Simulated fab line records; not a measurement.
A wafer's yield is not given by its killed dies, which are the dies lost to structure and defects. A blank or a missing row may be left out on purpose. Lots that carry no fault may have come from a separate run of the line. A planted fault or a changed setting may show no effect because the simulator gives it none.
fab line records / flow ritCmos
record lots=5 wafers=15 lastDay=7
route steps=202 shown M1@193
lots with no fault: from the same line, run without faults
startH: start of the lot's first displayed wafer, in hours after the record's first day / waitH: hours from the lot's prior step to this one / " as in the row above / L1.1+2: a single row standing in for several wafers / - no value, or no start was given / * or withheld: withheld / < > ~ a bound
route shown NAME@n: NAME is a module with steps in the file, n the number in the route of the first one / usual: the fault-free wafers' mean and standard deviation / same: alike in all rows / chamber/n: place in a boat / sites: each site's reading / _std_site: standard deviation of those values / _edge_site: the outer-site mean with the inner-site mean subtracted / radiusMm: how far each site lies from the wafer's centre / mask NAME#n: copy n / behind: the tool/chamber that last shaped the wafer / hold: cause of the lot's hold/its duration in hours/its outcome / device: which transistor (n, p or np) failed to switch / end of line: at the end of the route, the tests of the same wafers / where a step has no rows: the recipe by itself / killed: dies lost to structure and defects at the first sort, not the wafer's yield / map: per-die view of a wafer (x killed, . not killed, _ where there is no die)
set.NAME: the run value of the setting; set.NAME@STEP: its run value at that earlier step / model.NAME: the simulator's own value behind a step, which no gauge read
lots seen at some steps along the route; tables by step, rows by wafer
services: when a tool's chamber went out of use (startH, in hours from the record's first day, below 0 if earlier), for how many hours, and the reason
## steps
# step RIT_M1_CD_MEAS_09
# recipe targetCdNm=2600
# usual cdNm=2600.0/2.4
lot.wafer=L078.2 tool=cdSem-01 chamber=- startH=83.02 waitH=- cdNm=2602.3
lot.wafer=L078.3 tool=cdSem-01 chamber=- startH=83.02 waitH=- cdNm=2601.0
lot.wafer=L078.6 tool=cdSem-01 chamber=- startH=83.02 waitH=- cdNm=2599.9
lot.wafer=L080.1 tool=cdSem-01 chamber=- startH=89.76 waitH=- cdNm=2599.9
lot.wafer=L080.4 tool=cdSem-01 chamber=- startH=89.76 waitH=- cdNm=2600.3
lot.wafer=L080.6 tool=cdSem-01 chamber=- startH=89.76 waitH=- cdNm=2599.2
lot.wafer=L086.2 tool=cdSem-02 chamber=- startH=119.68 waitH=- cdNm=2599.6
lot.wafer=L086.4 tool=cdSem-02 chamber=- startH=119.68 waitH=- cdNm=2597.5
lot.wafer=L086.6 tool=cdSem-02 chamber=- startH=119.68 waitH=- cdNm=2597.9
lot.wafer=L088.1 tool=cdSem-01 chamber=- startH=129.61 waitH=- cdNm=2598.2
lot.wafer=L088.2 tool=cdSem-01 chamber=- startH=129.61 waitH=- cdNm=2600.9
lot.wafer=L088.6 tool=cdSem-01 chamber=- startH=129.61 waitH=- cdNm=2600.8
lot.wafer=L094.1 tool=cdSem-02 chamber=- startH=160.58 waitH=- cdNm=2594.6
lot.wafer=L094.3 tool=cdSem-02 chamber=- startH=160.58 waitH=- cdNm=2596.5
lot.wafer=L094.6 tool=cdSem-02 chamber=- startH=160.58 waitH=- cdNm=2596.7
# step RIT_M1_OVL_MEAS_10
# usual M1_OVL=0.5/1.5
lot.wafer=L078.2 tool=overlay-02 chamber=- startH=83.13 waitH=0.1 M1_OVL[nm]=2.7
lot.wafer=L078.3 tool=overlay-02 chamber=- startH=83.13 waitH=0.1 M1_OVL[nm]=2.4
lot.wafer=L078.6 tool=overlay-02 chamber=- startH=83.13 waitH=0.1 M1_OVL[nm]=1.3
lot.wafer=L080.1 tool=overlay-02 chamber=- startH=89.88 waitH=0.1 M1_OVL[nm]=2.0
lot.wafer=L080.4 tool=overlay-02 chamber=- startH=89.88 waitH=0.1 M1_OVL[nm]=1.6
lot.wafer=L080.6 tool=overlay-02 chamber=- startH=89.88 waitH=0.1 M1_OVL[nm]=1.2
lot.wafer=L086.2 tool=overlay-01 chamber=- startH=119.78 waitH=0.1 M1_OVL[nm]=1.0
lot.wafer=L086.4 tool=overlay-01 chamber=- startH=119.78 waitH=0.1 M1_OVL[nm]=-1.7
lot.wafer=L086.6 tool=overlay-01 chamber=- startH=119.78 waitH=0.1 M1_OVL[nm]=-1.4
lot.wafer=L088.1 tool=overlay-01 chamber=- startH=129.73 waitH=0.1 M1_OVL[nm]=0.9
lot.wafer=L088.2 tool=overlay-01 chamber=- startH=129.73 waitH=0.1 M1_OVL[nm]=-0.2
lot.wafer=L088.6 tool=overlay-01 chamber=- startH=129.73 waitH=0.1 M1_OVL[nm]=2.5
lot.wafer=L094.1 tool=overlay-02 chamber=- startH=160.70 waitH=0.1 M1_OVL[nm]=-1.8
lot.wafer=L094.3 tool=overlay-02 chamber=- startH=160.70 waitH=0.1 M1_OVL[nm]=-1.1
lot.wafer=L094.6 tool=overlay-02 chamber=- startH=160.70 waitH=0.1 M1_OVL[nm]=-0.8
# step RIT_M1_HARDBAKE_11
# recipe resist=NOVOLAK tempC=140 timeS=120
# same timeS=120
lot.wafer=L078.2+3+6 tool=lithoTrack-01 chamber=0 startH=83.38 waitH=0.2
lot.wafer=L080.1+4+6 tool=lithoTrack-04 chamber=0 startH=89.92 waitH=0.0
lot.wafer=L086.2+4+6 tool=lithoTrack-01 chamber=0 startH=119.85 waitH=0.1
lot.wafer=L088.1+2+6 tool=lithoTrack-01 chamber=0 startH=129.77 waitH=0.0
lot.wafer=L094.1+3+6 tool=lithoTrack-04 chamber=0 startH=160.74 waitH=0.0
# step RIT_M1_METAL_ETCH_12
# recipe stopOn=SiO2 chemistry=Cl2/BCl3 target=Al timeS=165 overEtchFrac=0.5 pressureMtorr=100 targetDepthA=6000 rfW=250 Cl2_flow_sccm=60 bcl3FlowSccm=50
# usual drypumpMotorCurrentA=5.4/0.33 heBacksideLeakSccm=3.40/0.2 oesProductAu=0.779/0.012 rfFwdPowerW=248.9/0.78 throttleValvePct=8.25/0.13
# same timeS=165
lot.wafer=L078.2 tool=rieMetal-03 chamber=0 startH=83.59 waitH=0.2 drypumpMotorCurrentA=4.9 heBacksideLeakSccm=3.09 oesProductAu=0.791 rfFwdPowerW=248.9 rfHoursCounterH=1 throttleValvePct=8.26
lot.wafer=L078.3 tool=rieMetal-03 chamber=1 startH=83.59 waitH=0.2 drypumpMotorCurrentA=5.6 heBacksideLeakSccm=3.31 oesProductAu=0.772 rfFwdPowerW=248.4 rfHoursCounterH=- throttleValvePct=8.35
lot.wafer=L078.6 tool=rieMetal-03 chamber=0 startH=83.59 waitH=0.2 drypumpMotorCurrentA=4.9 heBacksideLeakSccm=3.31 oesProductAu=0.793 rfFwdPowerW=248.5 rfHoursCounterH=- throttleValvePct=8.24
lot.wafer=L080.1 tool=rieMetal-04 chamber=0 startH=90.17 waitH=0.2 drypumpMotorCurrentA=5.8 heBacksideLeakSccm=3.47 oesProductAu=0.779 rfFwdPowerW=248.9 rfHoursCounterH=3 throttleValvePct=8.36
lot.wafer=L080.4 tool=rieMetal-04 chamber=1 startH=90.17 waitH=0.2 drypumpMotorCurrentA=5.3 heBacksideLeakSccm=3.44 oesProductAu=0.761 rfFwdPowerW=249.3 rfHoursCounterH=- throttleValvePct=8.22
lot.wafer=L080.6 tool=rieMetal-04 chamber=1 startH=90.17 waitH=0.2 drypumpMotorCurrentA=5.3 heBacksideLeakSccm=3.50 oesProductAu=0.756 rfFwdPowerW=247.6 rfHoursCounterH=- throttleValvePct=8.25
lot.wafer=L086.2 tool=rieMetal-04 chamber=0 startH=120.06 waitH=0.2 drypumpMotorCurrentA=5.8 heBacksideLeakSccm=3.58 oesProductAu=0.778 rfFwdPowerW=249.2 rfHoursCounterH=3 throttleValvePct=8.34
lot.wafer=L086.4 tool=rieMetal-04 chamber=0 startH=120.06 waitH=0.2 drypumpMotorCurrentA=5.8 heBacksideLeakSccm=3.77 oesProductAu=0.770 rfFwdPowerW=248.2 rfHoursCounterH=- throttleValvePct=8.35
lot.wafer=L086.6 tool=rieMetal-04 chamber=0 startH=120.06 waitH=0.2 drypumpMotorCurrentA=5.9 heBacksideLeakSccm=3.78 oesProductAu=0.782 rfFwdPowerW=249.1 rfHoursCounterH=- throttleValvePct=8.36
lot.wafer=L088.1 tool=rieMetal-01 chamber=1 startH=130.02 waitH=0.2 drypumpMotorCurrentA=5.2 heBacksideLeakSccm=3.64 oesProductAu=0.799 rfFwdPowerW=249.4 rfHoursCounterH=34 throttleValvePct=8.32
lot.wafer=L088.2 tool=rieMetal-01 chamber=0 startH=130.02 waitH=0.2 drypumpMotorCurrentA=5.7 heBacksideLeakSccm=3.25 oesProductAu=0.797 rfFwdPowerW=248.1 rfHoursCounterH=34 throttleValvePct=7.97
lot.wafer=L088.6 tool=rieMetal-01 chamber=0 startH=130.02 waitH=0.2 drypumpMotorCurrentA=5.7 heBacksideLeakSccm=3.27 oesProductAu=0.792 rfFwdPowerW=248.5 rfHoursCounterH=- throttleValvePct=7.97
lot.wafer=L094.1 tool=rieMetal-04 chamber=0 startH=160.99 waitH=0.2 drypumpMotorCurrentA=5.9 heBacksideLeakSccm=3.62 oesProductAu=0.773 rfFwdPowerW=250.0 rfHoursCounterH=4 throttleValvePct=8.34
lot.wafer=L094.3 tool=rieMetal-04 chamber=1 startH=160.99 waitH=0.2 drypumpMotorCurrentA=5.3 heBacksideLeakSccm=3.38 oesProductAu=0.772 rfFwdPowerW=249.6 rfHoursCounterH=- throttleValvePct=8.23
lot.wafer=L094.6 tool=rieMetal-04 chamber=1 startH=160.99 waitH=0.2 drypumpMotorCurrentA=5.3 heBacksideLeakSccm=3.42 oesProductAu=0.772 rfFwdPowerW=248.4 rfHoursCounterH=- throttleValvePct=8.24
# step RIT_M1_STRIP_13
# recipe chemistry=nmp resist=NOVOLAK tempC=80 timeS=600 dry=n2Spin
# same timeS=600
lot.wafer=L078.2+3+6 tool=wetBench-01 chamber=3 startH=83.75 waitH=0.1
lot.wafer=L080.1+4+6 tool=wetBench-03 chamber=3 startH=90.33 waitH=0.1
lot.wafer=L086.2+4+6 tool=wetBench-01 chamber=0 startH=120.23 waitH=0.1
lot.wafer=L088.1+2+6 tool=wetBench-03 chamber=0 startH=130.18 waitH=0.1
lot.wafer=L094.1+3+6 tool=wetBench-01 chamber=1 startH=161.15 waitH=0.1
# step RIT_M1_STRIP_14
# recipe chemistry=O2 timeS=180 platenTempC=withheld powerW=500 pressureMtorr=4000 o2FlowSccm=4000
# usual drypumpMotorCurrentA=5.6/0.35
# same timeS=180
lot.wafer=L078.2 tool=plasmaAsher-02 chamber=0 startH=83.93 waitH=0.0 drypumpMotorCurrentA=5.1 rfHoursCounterH=45
lot.wafer=L078.3 tool=plasmaAsher-02 chamber=1 startH=83.93 waitH=0.0 drypumpMotorCurrentA=6.1 rfHoursCounterH=-
lot.wafer=L078.6 tool=plasmaAsher-02 chamber=1 startH=83.93 waitH=0.0 drypumpMotorCurrentA=6.1 rfHoursCounterH=-
lot.wafer=L080.1 tool=plasmaAsher-04 chamber=0 startH=90.52 waitH=0.0 drypumpMotorCurrentA=5.5 rfHoursCounterH=30
lot.wafer=L080.4 tool=plasmaAsher-04 chamber=1 startH=90.52 waitH=0.0 drypumpMotorCurrentA=6.1 rfHoursCounterH=-
lot.wafer=L080.6 tool=plasmaAsher-04 chamber=1 startH=90.52 waitH=0.0 drypumpMotorCurrentA=6.1 rfHoursCounterH=-
lot.wafer=L086.2 tool=plasmaAsher-04 chamber=1 startH=120.40 waitH=0.0 drypumpMotorCurrentA=6.1 rfHoursCounterH=34
lot.wafer=L086.4 tool=plasmaAsher-04 chamber=1 startH=120.40 waitH=0.0 drypumpMotorCurrentA=6.1 rfHoursCounterH=-
lot.wafer=L086.6 tool=plasmaAsher-04 chamber=0 startH=120.40 waitH=0.0 drypumpMotorCurrentA=5.5 rfHoursCounterH=-
lot.wafer=L088.1 tool=plasmaAsher-02 chamber=1 startH=130.35 waitH=0.0 drypumpMotorCurrentA=6.0 rfHoursCounterH=50
lot.wafer=L088.2 tool=plasmaAsher-02 chamber=0 startH=130.35 waitH=0.0 drypumpMotorCurrentA=5.1 rfHoursCounterH=50
lot.wafer=L088.6 tool=plasmaAsher-02 chamber=1 startH=130.35 waitH=0.0 drypumpMotorCurrentA=6.0 rfHoursCounterH=-
lot.wafer=L094.1 tool=plasmaAsher-01 chamber=1 startH=161.33 waitH=0.0 drypumpMotorCurrentA=5.5 rfHoursCounterH=5
lot.wafer=L094.3 tool=plasmaAsher-01 chamber=0 startH=161.33 waitH=0.0 drypumpMotorCurrentA=5.3 rfHoursCounterH=-
lot.wafer=L094.6 tool=plasmaAsher-01 chamber=0 startH=161.33 waitH=0.0 drypumpMotorCurrentA=5.3 rfHoursCounterH=-
# step RIT_M1_CD_MEAS_90
# recipe targetCdNm=2600
# usual cdNm=2600.3/2.9
lot.wafer=L078.2 tool=cdSem-01 chamber=- startH=84.12 waitH=0.1 cdNm=2601.4
lot.wafer=L078.3 tool=cdSem-01 chamber=- startH=84.12 waitH=0.1 cdNm=2603.1
lot.wafer=L078.6 tool=cdSem-01 chamber=- startH=84.12 waitH=0.1 cdNm=2598.8
lot.wafer=L080.1 tool=cdSem-01 chamber=- startH=90.70 waitH=0.1 cdNm=2602.0
lot.wafer=L080.4 tool=cdSem-01 chamber=- startH=90.70 waitH=0.1 cdNm=2600.0
lot.wafer=L080.6 tool=cdSem-01 chamber=- startH=90.70 waitH=0.1 cdNm=2597.6
lot.wafer=L086.2 tool=cdSem-01 chamber=- startH=120.60 waitH=0.1 cdNm=2602.4
lot.wafer=L086.4 tool=cdSem-01 chamber=- startH=120.60 waitH=0.1 cdNm=2599.9
lot.wafer=L086.6 tool=cdSem-01 chamber=- startH=120.60 waitH=0.1 cdNm=2599.5
lot.wafer=L088.1 tool=cdSem-02 chamber=- startH=130.53 waitH=0.1 cdNm=2596.5
lot.wafer=L088.2 tool=cdSem-02 chamber=- startH=130.53 waitH=0.1 cdNm=2598.3
lot.wafer=L088.6 tool=cdSem-02 chamber=- startH=130.53 waitH=0.1 cdNm=2598.6
lot.wafer=L094.1 tool=cdSem-02 chamber=- startH=161.50 waitH=0.1 cdNm=2595.9
lot.wafer=L094.3 tool=cdSem-02 chamber=- startH=161.50 waitH=0.1 cdNm=2597.3
lot.wafer=L094.6 tool=cdSem-02 chamber=- startH=161.50 waitH=0.1 cdNm=2596.8
# step RIT_M1_ANNEAL_15
# recipe tempC=450 timeS=1800 ambient=forming_gas_H2N2
# usual spikeTcSourceC=464.4/1
# same timeS=1800
lot.wafer=L078.2 tool=furnace-02 chamber=0 startH=84.22 waitH=0.1 spikeTcSourceC=465.6
lot.wafer=L078.3 tool=furnace-02 chamber=0 startH=84.22 waitH=0.1 spikeTcSourceC=464.1
lot.wafer=L078.6 tool=furnace-02 chamber=0 startH=84.22 waitH=0.1 spikeTcSourceC=461.8
lot.wafer=L080.1 tool=furnace-02 chamber=0 startH=90.82 waitH=0.1 spikeTcSourceC=464.7
lot.wafer=L080.4 tool=furnace-02 chamber=0 startH=90.82 waitH=0.1 spikeTcSourceC=463.1
lot.wafer=L080.6 tool=furnace-02 chamber=0 startH=90.82 waitH=0.1 spikeTcSourceC=463.7
lot.wafer=L086.2 tool=furnace-02 chamber=0 startH=120.70 waitH=0.1 spikeTcSourceC=465.5
lot.wafer=L086.4 tool=furnace-02 chamber=0 startH=120.70 waitH=0.1 spikeTcSourceC=463.8
lot.wafer=L086.6 tool=furnace-02 chamber=0 startH=120.70 waitH=0.1 spikeTcSourceC=464.3
lot.wafer=L088.1 tool=furnace-02 chamber=0 startH=130.65 waitH=0.1 spikeTcSourceC=463.8
lot.wafer=L088.2 tool=furnace-02 chamber=0 startH=130.65 waitH=0.1 spikeTcSourceC=465.6
lot.wafer=L088.6 tool=furnace-02 chamber=0 startH=130.65 waitH=0.1 spikeTcSourceC=465.1
lot.wafer=L094.1 tool=furnace-02 chamber=0 startH=161.62 waitH=0.1 spikeTcSourceC=462.5
lot.wafer=L094.3 tool=furnace-02 chamber=0 startH=161.62 waitH=0.1 spikeTcSourceC=463.8
lot.wafer=L094.6 tool=furnace-02 chamber=0 startH=161.62 waitH=0.1 spikeTcSourceC=465.3
# step RIT_M1_BOW_MEAS_16
# recipe mode=bow
# usual M1_BOW=17/6.7
lot.wafer=L078.2 tool=filmMetro-02 chamber=- startH=85.74 waitH=0.0 M1_BOW[um]=27
lot.wafer=L078.3 tool=filmMetro-02 chamber=- startH=85.74 waitH=0.0 M1_BOW[um]=15
lot.wafer=L078.6 tool=filmMetro-02 chamber=- startH=85.74 waitH=0.0 M1_BOW[um]=30
lot.wafer=L080.1 tool=filmMetro-03 chamber=- startH=92.32 waitH=0.0 M1_BOW[um]=14
lot.wafer=L080.4 tool=filmMetro-03 chamber=- startH=92.32 waitH=0.0 M1_BOW[um]=19
lot.wafer=L080.6 tool=filmMetro-03 chamber=- startH=92.32 waitH=0.0 M1_BOW[um]=18
lot.wafer=L086.2 tool=filmMetro-02 chamber=- startH=122.22 waitH=0.0 M1_BOW[um]=17
lot.wafer=L086.4 tool=filmMetro-02 chamber=- startH=122.22 waitH=0.0 M1_BOW[um]=13
lot.wafer=L086.6 tool=filmMetro-02 chamber=- startH=122.22 waitH=0.0 M1_BOW[um]=27
lot.wafer=L088.1 tool=filmMetro-04 chamber=- startH=132.15 waitH=0.0 M1_BOW[um]=24
lot.wafer=L088.2 tool=filmMetro-04 chamber=- startH=132.15 waitH=0.0 M1_BOW[um]=25
lot.wafer=L088.6 tool=filmMetro-04 chamber=- startH=132.15 waitH=0.0 M1_BOW[um]=23
lot.wafer=L094.1 tool=filmMetro-04 chamber=- startH=163.12 waitH=0.0 M1_BOW[um]=26
lot.wafer=L094.3 tool=filmMetro-04 chamber=- startH=163.12 waitH=0.0 M1_BOW[um]=13
lot.wafer=L094.6 tool=filmMetro-04 chamber=- startH=163.12 waitH=0.0 M1_BOW[um]=13
# step RIT_M1_PROBE_99
# usual defectLimitedYield=97.4/1.2 killedAtContacts=0.1/0.27 killedAtFrontEnd=7/3.1 killedDies=7/3.1 killedOnRim=1.8/1.5 killedOpen=3.3/2.1 killedShort=3.5/2 sort_bin_3_pad_short=0.1/0.21 sort_bin_5_function=1.5/0.83 sort_bin_6_memory=1.0/0.65 sortNPass=257/3.1 sortYieldPct=97.4/1.2
# same grossDies=264 killed_at_M0_to_M3=0 killed_at_M4_up=0 killedAtBackSide=0 killedAtOther=0
lot.wafer=L078.2 tool=prober-02 chamber=- startH=85.89 waitH=0.1 defectLimitedYield[%]=98.9 killedAtContacts=0 killedAtFrontEnd=3 killedDies=3 killedOnRim=0 killedOpen=1 killedShort=2 sort_bin_3_pad_short[%]=0.4 sort_bin_5_function[%]=0.4 sort_bin_6_memory[%]=0.4 sortNPass=261 sortYieldPct[%]=98.9
lot.wafer=L078.3 tool=prober-02 chamber=- startH=85.94 waitH=0.2 defectLimitedYield[%]=98.1 killedAtContacts=0 killedAtFrontEnd=5 killedDies=5 killedOnRim=1 killedOpen=3 killedShort=2 sort_bin_3_pad_short[%]=0 sort_bin_5_function[%]=1.5 sort_bin_6_memory[%]=0.4 sortNPass=259 sortYieldPct[%]=98.1
lot.wafer=L078.6 tool=prober-02 chamber=- startH=86.09 waitH=0.2 defectLimitedYield[%]=97.7 killedAtContacts=0 killedAtFrontEnd=6 killedDies=6 killedOnRim=0 killedOpen=2 killedShort=4 sort_bin_3_pad_short[%]=0.4 sort_bin_5_function[%]=1.1 sort_bin_6_memory[%]=0.8 sortNPass=258 sortYieldPct[%]=97.7
lot.wafer=L080.1 tool=prober-02 chamber=- startH=92.44 waitH=0.1 defectLimitedYield[%]=95.8 killedAtContacts=0 killedAtFrontEnd=11 killedDies=11 killedOnRim=3 killedOpen=7 killedShort=3 sort_bin_3_pad_short[%]=0 sort_bin_5_function[%]=2.3 sort_bin_6_memory[%]=1.9 sortNPass=253 sortYieldPct[%]=95.8
lot.wafer=L080.4 tool=prober-02 chamber=- startH=92.59 waitH=0.2 defectLimitedYield[%]=97.7 killedAtContacts=0 killedAtFrontEnd=6 killedDies=6 killedOnRim=2 killedOpen=2 killedShort=4 sort_bin_3_pad_short[%]=0 sort_bin_5_function[%]=1.1 sort_bin_6_memory[%]=1.1 sortNPass=258 sortYieldPct[%]=97.7
lot.wafer=L080.6 tool=prober-02 chamber=- startH=92.69 waitH=0.2 defectLimitedYield[%]=95.5 killedAtContacts=1 killedAtFrontEnd=11 killedDies=12 killedOnRim=5 killedOpen=8 killedShort=4 sort_bin_3_pad_short[%]=0 sort_bin_5_function[%]=3.4 sort_bin_6_memory[%]=1.1 sortNPass=252 sortYieldPct[%]=95.5
lot.wafer=L086.2 tool=prober-02 chamber=- startH=122.37 waitH=0.1 defectLimitedYield[%]=96.6 killedAtContacts=0 killedAtFrontEnd=9 killedDies=9 killedOnRim=1 killedOpen=5 killedShort=4 sort_bin_3_pad_short[%]=0 sort_bin_5_function[%]=2.7 sort_bin_6_memory[%]=0.8 sortNPass=255 sortYieldPct[%]=96.6
lot.wafer=L086.4 tool=prober-02 chamber=- startH=122.47 waitH=0.2 defectLimitedYield[%]=98.9 killedAtContacts=1 killedAtFrontEnd=2 killedDies=3 killedOnRim=1 killedOpen=3 killedShort=0 sort_bin_3_pad_short[%]=0 sort_bin_5_function[%]=0.8 sort_bin_6_memory[%]=0.4 sortNPass=261 sortYieldPct[%]=98.9
lot.wafer=L086.6 tool=prober-02 chamber=- startH=122.57 waitH=0.2 defectLimitedYield[%]=97.0 killedAtContacts=0 killedAtFrontEnd=8 killedDies=8 killedOnRim=2 killedOpen=5 killedShort=3 sort_bin_3_pad_short[%]=0 sort_bin_5_function[%]=1.9 sort_bin_6_memory[%]=1.1 sortNPass=256 sortYieldPct[%]=97.0
lot.wafer=L088.1 tool=prober-02 chamber=- startH=132.27 waitH=0.1 defectLimitedYield[%]=95.5 killedAtContacts=0 killedAtFrontEnd=12 killedDies=12 killedOnRim=1 killedOpen=9 killedShort=3 sort_bin_3_pad_short[%]=0.4 sort_bin_5_function[%]=3.4 sort_bin_6_memory[%]=0.8 sortNPass=252 sortYieldPct[%]=95.5
lot.wafer=L088.2 tool=prober-02 chamber=- startH=132.32 waitH=0.1 defectLimitedYield[%]=95.1 killedAtContacts=0 killedAtFrontEnd=13 killedDies=13 killedOnRim=4 killedOpen=7 killedShort=6 sort_bin_3_pad_short[%]=0 sort_bin_5_function[%]=3.8 sort_bin_6_memory[%]=1.1 sortNPass=251 sortYieldPct[%]=95.1
lot.wafer=L088.6 tool=prober-02 chamber=- startH=132.52 waitH=0.2 defectLimitedYield[%]=98.9 killedAtContacts=0 killedAtFrontEnd=3 killedDies=3 killedOnRim=3 killedOpen=2 killedShort=1 sort_bin_3_pad_short[%]=0 sort_bin_5_function[%]=0.8 sort_bin_6_memory[%]=0.4 sortNPass=261 sortYieldPct[%]=98.9
lot.wafer=L094.1 tool=prober-01 chamber=- startH=163.24 waitH=0.1 defectLimitedYield[%]=98.9 killedAtContacts=0 killedAtFrontEnd=3 killedDies=3 killedOnRim=2 killedOpen=1 killedShort=2 sort_bin_3_pad_short[%]=0 sort_bin_5_function[%]=1.1 sort_bin_6_memory[%]=0 sortNPass=261 sortYieldPct[%]=98.9
lot.wafer=L094.3 tool=prober-01 chamber=- startH=163.34 waitH=0.2 defectLimitedYield[%]=95.8 killedAtContacts=0 killedAtFrontEnd=11 killedDies=11 killedOnRim=4 killedOpen=4 killedShort=7 sort_bin_3_pad_short[%]=0 sort_bin_5_function[%]=3.4 sort_bin_6_memory[%]=0.8 sortNPass=253 sortYieldPct[%]=95.8
lot.wafer=L094.6 tool=prober-01 chamber=- startH=163.49 waitH=0.2 defectLimitedYield[%]=97.3 killedAtContacts=0 killedAtFrontEnd=7 killedDies=7 killedOnRim=1 killedOpen=5 killedShort=2 sort_bin_3_pad_short[%]=0 sort_bin_5_function[%]=2.3 sort_bin_6_memory[%]=0.4 sortNPass=257 sortYieldPct[%]=97.3
# killed by level:class
L078.2 SPACER:geometricParticle:open=1 SPACER:geometricParticle:short=1 SILICIDE:geometricParticle:short=1
L078.3 GATE:geometricParticle:open=2 FOX2:geometricParticle:open=1 GATE:geometricParticle:short=1 SPACER:geometricParticle:short=1
L078.6 FOX2:geometricParticle:short=2 GATE:geometricParticle:open=2 GATE:geometricParticle:short=2
L080.1 FOX1:geometricParticle:open=3 GATE:geometricParticle:open=3 GATE:geometricParticle:short=2 SILICIDE:geometricParticle:short=1 SILICIDE:geometricParticle:open=1 NWELL:coatMicrobubblePrinted=1
L080.4 GATE:geometricParticle:short=2 FOX1:geometricParticle:short=1 FOX2:geometricParticle:open=1 GATE:geometricParticle:open=1 SPACER:geometricParticle:short=1
L080.6 GATE:geometricParticle:open=3 FOX2:geometricParticle:open=2 SPACER:geometricParticle:short=2 FOX2:geometricParticle:short=1 GATE:geometricParticle:short=1 REOX:geometricParticle:open=1 SILICIDE:geometricParticle:open=1 CONTACT:geometricParticle:open=1
L086.2 GATE:geometricParticle:open=3 SILICIDE:geometricParticle:open=2 SILICIDE:geometricParticle:short=2 FOX1:geometricParticle:short=1 REOX:geometricParticle:short=1
L086.4 GATE:geometricParticle:open=1 REOX:geometricParticle:open=1 CONTACT:geometricParticle:open=1
L086.6 GATE:geometricParticle:open=4 FOX1:geometricParticle:open=1 GATE:geometricParticle:short=1 SPACER:geometricParticle:short=1 SILICIDE:geometricParticle:short=1
L088.1 GATE:geometricParticle:open=3 SILICIDE:geometricParticle:open=3 FOX2:geometricParticle:open=2 GATE:geometricParticle:short=1 REOX:geometricParticle:open=1 SPACER:geometricParticle:short=1 SILICIDE:geometricParticle:short=1
L088.2 FOX2:geometricParticle:open=3 GATE:geometricParticle:short=2 SPACER:geometricParticle:open=2 GATE:geometricParticle:open=2 SPACER:geometricParticle:short=2 FOX1:geometricParticle:short=1 SILICIDE:geometricParticle:short=1
L088.6 REOX:geometricParticle:open=1 SILICIDE:geometricParticle:short=1 SILICIDE:geometricParticle:open=1
L094.1 FOX2:geometricParticle:short=1 REOX:geometricParticle:open=1 SPACER:geometricParticle:short=1
L094.3 FOX2:geometricParticle:short=3 GATE:geometricParticle:open=3 SPACER:geometricParticle:short=3 GATE:geometricParticle:short=1 REOX:geometricParticle:open=1
L094.6 GATE:geometricParticle:open=3 FOX1:geometricParticle:short=1 FOX2:geometricParticle:open=1 REOX:geometricParticle:open=1 SILICIDE:geometricParticle:short=1
## services
tool=wetBench-03 chamber=- startH=102.21 hours=1.9 kind=pm
tool=plasmaAsher-01 chamber=- startH=103.58 hours=5.6 kind=repair
tool=plasmaAsher-01 chamber=- startH=109.20 hours=9.0 kind=pm
tool=plasmaAsher-01 chamber=0 startH=109.20 hours=9.0 kind=ventCycle
tool=plasmaAsher-01 chamber=1 startH=109.20 hours=9.0 kind=ventCycle
tool=plasmaAsher-01 chamber=0 startH=118.20 hours=- kind=clean
tool=plasmaAsher-01 chamber=1 startH=118.20 hours=- kind=clean
tool=plasmaAsher-02 chamber=- startH=128.81 hours=0.6 kind=repair
tool=rieMetal-01 chamber=- startH=136.12 hours=20.0 kind=pm
tool=rieMetal-01 chamber=0 startH=136.12 hours=20.0 kind=ventCycle
tool=rieMetal-01 chamber=1 startH=136.12 hours=20.0 kind=ventCycle
tool=rieMetal-01 chamber=0 startH=156.12 hours=- kind=clean
tool=rieMetal-01 chamber=1 startH=156.12 hours=- kind=clean
## key
fault none
